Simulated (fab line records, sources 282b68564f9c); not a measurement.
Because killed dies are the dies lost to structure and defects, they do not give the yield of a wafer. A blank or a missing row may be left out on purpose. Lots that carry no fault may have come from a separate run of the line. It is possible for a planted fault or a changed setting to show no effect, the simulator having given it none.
fab line records ; flow ritCmos
record lots=6; wafers=18; lastDay=7
route steps=202 shown ACTIVE@1
lots untouched by any fault: they come from a run of this same line in which no faults occurred
startH: hours from the record's first day to the start of the lot's first wafer shown ; waitH: hours elapsed since this lot's preceding step ; " as in the row above ; L1.1+2: a row that stands for several wafers ; - no value, or no start was given ; * or withheld: withheld ; < > ~ a bound
route shown NAME@n: NAME is a module with steps in the file, n the number in the route of the first one ; usual: mean/standard deviation of fault-free wafers ; same: alike in all rows ; chamber/n: place in a boat ; sites: each site's reading ; _std_site: how widely they spread, as a standard deviation ; _edge_site: inner sites' mean taken away from outer sites' mean ; radiusMm: how far each site lies from the wafer's centre ; mask NAME#n: copy n ; behind: the last tool/chamber to shape the wafer ; hold: why the lot was held/for how many hours/how that ended ; device: the transistor (n, p or np) that didn't switch ; end of line: tests run on the same wafers once the route is complete ; a step without rows: its recipe alone ; killed: dies that structure and defects cost at the first sort, which is not the same as the wafer's yield ; map: per-die view of a wafer (x killed, . not killed, _ where there is no die)
set.NAME: the run value of the setting; set.NAME@STEP: its run value at that earlier step ; model.NAME: the simulator's own value behind a step, which no gauge read
lots seen at some steps along the route; tables by step, rows by wafer
services: from which hour (startH, from the record's first day; less than 0 if before it) a tool's chamber was out of use, for how many hours, and why
## steps
# step RIT_ACTIVE_BOW_MEAS_00
# recipe mode=bow
# usual INCOMING_BOW=0/6.4
lot.wafer;tool;chamber;startH;waitH;INCOMING_BOW[um]
L608.3;filmMetro-01;-;10.04;-;-2
L608.4;filmMetro-01;-;10.04;-;8
L608.6;filmMetro-01;-;10.04;-;1
L613.2;filmMetro-04;-;35.02;-;20
L613.3;filmMetro-04;-;35.02;-;-9
L613.5;filmMetro-04;-;35.02;-;-6
L614.1;filmMetro-03;-;40.00;-;1
L614.3;filmMetro-03;-;40.00;-;11
L614.5;filmMetro-03;-;40.00;-;-3
L620.1;filmMetro-04;-;70.00;-;9
L620.2;filmMetro-04;-;70.00;-;4
L620.6;filmMetro-04;-;70.00;-;-5
L621.1;filmMetro-03;-;75.00;-;-3
L621.4;filmMetro-03;-;75.00;-;9
L621.6;filmMetro-03;-;75.00;-;-6
L631.3;filmMetro-01;-;125.04;-;-5
L631.5;filmMetro-01;-;125.04;-;-8
L631.6;filmMetro-01;-;125.04;-;-8
# step RIT_ACTIVE_OXIDATION_01
# recipe tempC=1000; ambient=O2; targetThkA=468; oxTimeS=3360
# step RIT_ACTIVE_THK_MEAS_02
# recipe reads=SiO2_of_ACTIVE_OXIDATION_01
# usual ACTIVE_OXIDE_THK=47.0/0.77
lot.wafer;tool;chamber;startH;waitH;ACTIVE_OXIDE_THK[nm]
L608.3;filmMetro-03;-;12.07;0.0;47.8
L608.4;filmMetro-03;-;12.07;0.0;48.0
L608.6;filmMetro-03;-;12.07;0.0;48.1
L613.2;filmMetro-03;-;37.06;0.0;45.9
L613.3;filmMetro-03;-;37.06;0.0;45.8
L613.5;filmMetro-03;-;37.06;0.0;46.0
L614.1;filmMetro-01;-;42.05;0.0;47.1
L614.3;filmMetro-01;-;42.05;0.0;47.6
L614.5;filmMetro-01;-;42.05;0.0;48.7
L620.1;filmMetro-03;-;72.50;0.0;47.2
L620.2;filmMetro-03;-;72.50;0.0;46.5
L620.6;filmMetro-03;-;72.50;0.0;46.3
L621.1;filmMetro-04;-;77.05;0.0;46.4
L621.4;filmMetro-04;-;77.05;0.0;46.8
L621.6;filmMetro-04;-;77.05;0.0;47.0
L631.3;filmMetro-03;-;127.07;0.0;45.7
L631.5;filmMetro-03;-;127.07;0.0;46.5
L631.6;filmMetro-03;-;127.07;0.0;46.0
# step RIT_ACTIVE_CVD_03
# recipe material=Si3N4; targetThkNm=150; tempC=810; precursor=SiH2Cl2/NH3; timeS=1500; pressureMtorr=300; sih2cl2FlowSccm=60; nh3FlowSccm=150
lot.wafer;tool;chamber;startH;waitH
L608.3+4+6;lpcvd-01;1;13.47;1.4
L613.2+3+5;lpcvd-02;1;37.11;0.0
L614.1+3+5;lpcvd-01;1;42.11;0.1
L620.1+2+6;lpcvd-01;1;72.56;0.1
L620.1+2+6;lpcvd-02;1;75.93;1.9
L621.1+4+6;lpcvd-02;1;77.11;0.1
L621.1+4+6;lpcvd-01;1;79.90;1.4
L631.3+5+6;lpcvd-01;0;127.11;0.0
# step RIT_ACTIVE_THK_MEAS_04
# recipe reads=Si3N4_of_ACTIVE_CVD_03
# usual ACTIVE_NITRIDE_THK=150.4/1.2
lot.wafer;tool;chamber;startH;waitH;ACTIVE_NITRIDE_THK[nm]
L608.3;filmMetro-01;-;14.91;0.0;149.5
L608.4;filmMetro-01;-;14.91;0.0;149.2
L608.6;filmMetro-01;-;14.91;0.0;150.1
L613.2;filmMetro-03;-;38.54;0.0;150.3
L613.3;filmMetro-03;-;38.54;0.0;150.3
L613.5;filmMetro-03;-;38.54;0.0;148.9
L614.1;filmMetro-01;-;43.53;0.0;152.3
L614.3;filmMetro-01;-;43.53;0.0;151.5
L614.5;filmMetro-01;-;43.53;0.0;152.3
L620.1;filmMetro-03;-;77.35;0.0;299.8
L620.2;filmMetro-03;-;77.35;0.0;299.3
L620.6;filmMetro-03;-;77.35;0.0;302.6
L621.1;filmMetro-03;-;81.31;0.0;301.7
L621.4;filmMetro-03;-;81.31;0.0;303.3
L621.6;filmMetro-03;-;81.31;0.0;302.3
L631.3;filmMetro-03;-;128.55;0.0;151.4
L631.5;filmMetro-03;-;128.55;0.0;150.6
L631.6;filmMetro-03;-;128.55;0.0;149.3
# step RIT_ACTIVE_HMDS_05
# recipe primeTimeS=60; primeTempC=140
# step RIT_ACTIVE_COAT_06
# recipe resist=NOVOLAK; spinRpm=3250; resistThkNm=1000
# step RIT_ACTIVE_SOFTBAKE_07
# recipe resist=NOVOLAK; tempC=90; timeS=60
# step RIT_ACTIVE_EXPOSE_08
# recipe maskId=M1; na=0.6; sourceShape=conventional; sigmaOuter=0.6; targetCdNm=1400; doseMj=225
# step RIT_ACTIVE_PEB_09
# recipe resist=NOVOLAK; tempC=withheld; timeS=withheld
# step RIT_ACTIVE_DEVELOP_10
# recipe resist=NOVOLAK; developTimeS=50; devTempC=23
# step RIT_ACTIVE_CD_MEAS_11
# recipe targetCdNm=1400
# usual cdNm=1399.7/2.2
lot.wafer;tool;chamber;startH;waitH;cdNm
L608.3;cdSem-02;-;15.86;-;1399.4
L608.4;cdSem-02;-;15.86;-;1399.0
L608.6;cdSem-02;-;15.86;-;1398.8
L613.2;cdSem-01;-;39.46;-;1396.1
L613.3;cdSem-01;-;39.46;-;1398.6
L613.5;cdSem-01;-;39.46;-;1395.8
L614.1;cdSem-01;-;44.52;-;1399.6
L614.3;cdSem-01;-;44.52;-;1398.9
L614.5;cdSem-01;-;44.52;-;1402.0
L620.1;cdSem-02;-;78.48;-;1399.0
L620.2;cdSem-02;-;78.48;-;1399.8
L620.6;cdSem-02;-;78.48;-;1400.0
L621.1;cdSem-02;-;82.47;-;1400.5
L621.4;cdSem-02;-;82.47;-;1398.6
L621.6;cdSem-02;-;82.47;-;1399.7
L631.3;cdSem-02;-;129.48;-;1399.5
L631.5;cdSem-02;-;129.48;-;1401.2
L631.6;cdSem-02;-;129.48;-;1401.5
# step RIT_ACTIVE_HARDBAKE_12
# recipe resist=NOVOLAK; tempC=140; timeS=60
# step RIT_ACTIVE_ETCH_13
# recipe stopOn=SiO2; chemistry=SF6; target=Si3N4; timeS=210; overEtchFrac=0.4; SF6_flow_sccm=200; pressureMtorr=260; rfW=125; targetDepthA=2100
# usual drypumpMotorCurrentA=5.4/0.53; oesProductAu=0.821/0.013; throttleValvePct=7.47/0.082
lot.wafer;tool;chamber;startH;waitH;drypumpMotorCurrentA;oesProductAu;rfHoursCounterH;throttleValvePct;model.etch.depthNm;model.ACTIVE.featureDepthNm
L608.3;rieDiel-03;2;16.09;0.1;4.7;0.806;108;7.44;149.3;149.3
L608.4;rieDiel-03;3;16.09;0.1;5.1;0.816;-;7.53;149.4;150.3
L608.6;rieDiel-03;2;16.09;0.1;4.7;0.816;-;7.41;150.2;150.2
L613.2;rieDiel-03;2;39.71;0.1;4.7;0.811;109;7.43;150.3;150.3
L613.3;rieDiel-03;0;39.71;0.1;5.8;0.835;1;7.56;150.2;150.2
L613.5;rieDiel-03;0;39.71;0.1;5.8;0.827;-;7.57;149;149
L614.1;rieDiel-03;3;44.80;0.1;5.1;0.812;43;7.55;152.4;153.3
L614.3;rieDiel-03;2;44.80;0.1;4.7;0.816;109;7.42;151.4;151.4
L614.5;rieDiel-03;0;44.80;0.1;5.8;0.841;-;7.55;152.2;152.2
L620.1;rieDiel-04;3;78.79;0.1;5.4;1.029;66;7.45;214.6;214.6
L620.2;rieDiel-04;0;78.79;0.1;6.4;1.028;135;7.32;214.2;214.2
L620.6;rieDiel-04;2;78.79;0.1;5.7;0.972;-;7.41;206.3;206.3
L621.1;rieDiel-02;1;82.97;0.1;5.7;1.006;3;7.44;209.3;209.3
L621.4;rieDiel-02;2;82.97;0.1;6.1;1.005;91;7.62;203.4;203.4
L621.6;rieDiel-02;0;82.97;0.1;6.4;1.015;-;7.29;210.6;210.6
L631.3;rieDiel-04;3;129.71;0.1;5.4;0.837;67;7.45;151.4;152.6
L631.5;rieDiel-04;2;129.71;0.1;5.6;0.810;-;7.39;150.6;150.8
L631.6;rieDiel-04;0;129.71;0.1;6.4;0.830;-;7.34;149.4;150.1
# step RIT_ACTIVE_STRIP_14
# recipe chemistry=O2; timeS=180; resist=NOVOLAK; platenTempC=withheld; powerW=500; pressureMtorr=4000; o2FlowSccm=4000
# usual drypumpMotorCurrentA=5.7/0.35; rfReflPowerW=6.2/0.57
lot.wafer;tool;chamber;startH;waitH;drypumpMotorCurrentA;rfHoursCounterH;rfReflPowerW
L608.3;plasmaAsher-01;1;16.28;0.1;6.2;-;6.5
L608.4;plasmaAsher-01;0;16.28;0.1;5.5;-;7.1
L608.6;plasmaAsher-01;1;16.28;0.1;6.2;-;6.4
L613.2;plasmaAsher-02;0;39.84;0.1;6.1;38;5.7
L613.3;plasmaAsher-02;0;39.84;0.1;6.1;-;5.8
L613.5;plasmaAsher-02;1;39.84;0.1;5.5;-;5.4
L614.1;plasmaAsher-01;1;44.93;0.1;6.3;41;7.1
L614.3;plasmaAsher-01;0;44.93;0.1;5.5;-;6.9
L614.5;plasmaAsher-01;0;44.93;0.1;5.5;-;7.0
L620.1;plasmaAsher-02;1;78.92;0.1;5.5;42;5.8
L620.2;plasmaAsher-02;0;78.92;0.1;6.1;42;6.2
L620.6;plasmaAsher-02;1;78.92;0.1;5.5;-;5.8
L621.1;plasmaAsher-04;0;83.15;0.1;5.4;28;6.1
L621.4;plasmaAsher-04;0;83.15;0.1;5.5;-;6.2
L621.6;plasmaAsher-04;0;83.15;0.1;5.5;-;6.2
L631.3;plasmaAsher-01;1;129.90;0.1;6.2;-;6.6
L631.5;plasmaAsher-01;0;129.90;0.1;5.5;-;6.7
L631.6;plasmaAsher-01;1;129.90;0.1;6.2;-;6.6
# step RIT_ACTIVE_CD_MEAS_90
# recipe targetCdNm=1400
# usual cdNm=1399.6/2.3
lot.wafer;tool;chamber;startH;waitH;cdNm
L608.3;cdSem-01;-;16.43;0.1;1399.0
L608.4;cdSem-01;-;16.43;0.1;1398.8
L608.6;cdSem-01;-;16.43;0.1;1398.1
L613.2;cdSem-02;-;40.04;0.1;1396.0
L613.3;cdSem-02;-;40.04;0.1;1397.9
L613.5;cdSem-02;-;40.04;0.1;1395.3
L614.1;cdSem-02;-;45.11;0.1;1399.4
L614.3;cdSem-02;-;45.11;0.1;1399.2
L614.5;cdSem-02;-;45.11;0.1;1402.3
L620.1;cdSem-02;-;79.10;0.1;1399.5
L620.2;cdSem-02;-;79.10;0.1;1399.7
L620.6;cdSem-02;-;79.10;0.1;1400.3
L621.1;cdSem-02;-;83.45;0.2;1400.5
L621.4;cdSem-02;-;83.45;0.2;1398.9
L621.6;cdSem-02;-;83.45;0.2;1399.3
L631.3;cdSem-01;-;130.06;0.1;1399.0
L631.5;cdSem-01;-;130.06;0.1;1401.9
L631.6;cdSem-01;-;130.06;0.1;1401.5
# step RIT_ACTIVE_CLEAN_15
# recipe chemistry=SC1; mix=3:3:50; timeS=600; tempC=75
lot.wafer;tool;chamber;startH;waitH;model.Si3N4_of_ACTIVE_CVD_03.thkNm
L608.3+4;wetBench-02;1;16.51;0.1;148.9
L608.6;wetBench-02;1;16.51;0.1;149.8
L613.2;wetBench-03;0;40.20;0.1;149.9
L613.3;wetBench-03;0;40.20;0.1;149.8
L613.5;wetBench-03;0;40.20;0.1;148.6
L614.1;wetBench-03;1;45.23;0.1;152
L614.3;wetBench-03;1;45.23;0.1;151
L614.5;wetBench-03;1;45.23;0.1;151.8
L620.1;wetBench-03;3;79.22;0.1;299.2
L620.2;wetBench-03;3;79.22;0.1;298.7
L620.6;wetBench-03;3;79.22;0.1;302.2
L621.1;wetBench-03;0;83.57;0.1;301.4
L621.4;wetBench-03;0;83.57;0.1;302.8
L621.6;wetBench-03;0;83.57;0.1;302
L631.3;wetBench-01;1;130.14;0.1;150.9
L631.5;wetBench-01;1;130.14;0.1;150.2
L631.6;wetBench-01;1;130.14;0.1;149
# step RIT_ACTIVE_CLEAN_16
# recipe chemistry=dHF; dilution=50:1; timeS=30
lot.wafer;tool;chamber;startH;waitH;model.Si3N4_of_ACTIVE_CVD_03.thkNm
L608.3+4;wetBench-03;3;16.71;0.0;148.5
L608.6;wetBench-03;3;16.71;0.0;149.4
L613.2;wetBench-03;3;40.37;0.0;149.4
L613.3;wetBench-03;3;40.37;0.0;149.3
L613.5;wetBench-03;3;40.37;0.0;148.1
L614.1;wetBench-03;2;45.40;0.0;151.5
L614.3;wetBench-03;2;45.40;0.0;150.6
L614.5;wetBench-03;2;45.40;0.0;151.4
L620.1;wetBench-03;0;79.41;0.0;298.8
L620.2;wetBench-03;0;79.41;0.0;298.3
L620.6;wetBench-03;0;79.41;0.0;301.8
L621.1;wetBench-01;0;83.75;0.0;301
L621.4;wetBench-01;0;83.75;0.0;302.4
L621.6;wetBench-01;0;83.75;0.0;301.5
L631.3;wetBench-03;3;130.31;0.0;150.5
L631.5;wetBench-03;3;130.31;0.0;149.8
L631.6;wetBench-03;3;130.31;0.0;148.6
# step RIT_ACTIVE_CLEAN_17
# recipe chemistry=SC2; mix=3:3:50; timeS=600; tempC=75; dry=n2Spin
## services
tool;chamber;startH;hours;kind
rieDiel-02;2;-5.73;4.0;repair
rieDiel-03;0;-3.35;-;clean
rieDiel-03;0;-3.35;21.2;scheduledDown
rieDiel-03;0;-3.35;21.2;ventCycle
lpcvd-01;-;7.44;2.8;pm
rieDiel-03;1;17.85;-;clean
rieDiel-03;1;17.85;24.1;scheduledDown
rieDiel-03;1;17.85;24.1;ventCycle
plasmaAsher-04;-;30.02;10.5;repair
rieDiel-04;-;38.62;1.4;repair
plasmaAsher-01;-;48.14;0.6;repair
rieDiel-04;-;85.46;1.3;repair
rieDiel-04;3;100.90;8.7;repair
wetBench-02;-;101.45;57.3;repair
plasmaAsher-01;-;108.75;9.0;pm
plasmaAsher-01;0;108.75;9.0;ventCycle
plasmaAsher-01;1;108.75;9.0;ventCycle
plasmaAsher-01;-;111.80;4.2;repair
plasmaAsher-01;0;117.75;-;clean
plasmaAsher-01;1;117.75;-;clean
rieDiel-04;1;121.16;-;clean
rieDiel-04;1;121.16;15.9;scheduledDown
rieDiel-04;1;121.16;15.9;ventCycle
## key
firstSign step=RIT_ACTIVE_CVD_03; reading=visit; direction=added
effect step=RIT_ACTIVE_THK_MEAS_04; reading=ACTIVE_NITRIDE_THK; direction=up; sigmas=99+; usual=150.4; struck=301.5
effect step=RIT_ACTIVE_ETCH_13; reading=oesProductAu; direction=up; sigmas=14; usual=0.821; struck=1.009
modelEffect step=RIT_ACTIVE_ETCH_13; value=etch.depthNm; without=150.1; struck=209.7
modelEffect step=RIT_ACTIVE_CLEAN_15; value=Si3N4_of_ACTIVE_CVD_03.thkNm; without=149.7; struck=301.1
modelEffect step=RIT_ACTIVE_CLEAN_16; value=Si3N4_of_ACTIVE_CVD_03.thkNm; without=149.3; struck=300.6
metAt RIT_ACTIVE_CVD_03
struckWafers L620.1,L620.2,L620.6,L621.1,L621.4,L621.6
laterRowsLeftOut L620.1,L620.2,L620.6,L621.1,L621.4,L621.6
sortLeftOut L620.1,L620.2,L620.6,L621.1,L621.4,L621.6
testerLeftOut L620,L621
fault kind=repeatedStepWhole; tool=lpcvd-01,lpcvd-02; chamber=-; onsetH=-; steps=RIT_ACTIVE_CVD_03; times=1; scope=struckLotsOnly
# testerLeftOut: of these lots the tester's yield and bins aren't shown, on N5 and GAA mostly nor the transistor test; their killed dies are dies lost to structure and defects alone, not to doping, threshold or leakage, so they don't give the yield
# sortLeftOut: the simulated sort isn't trusted on such a fault, so these wafers' sort isn't shown, and their yield isn't known
# laterRowsLeftOut: the simulator's readings of these wafers behind a module that went badly wrong aren't trusted and aren't shown, but for the sort
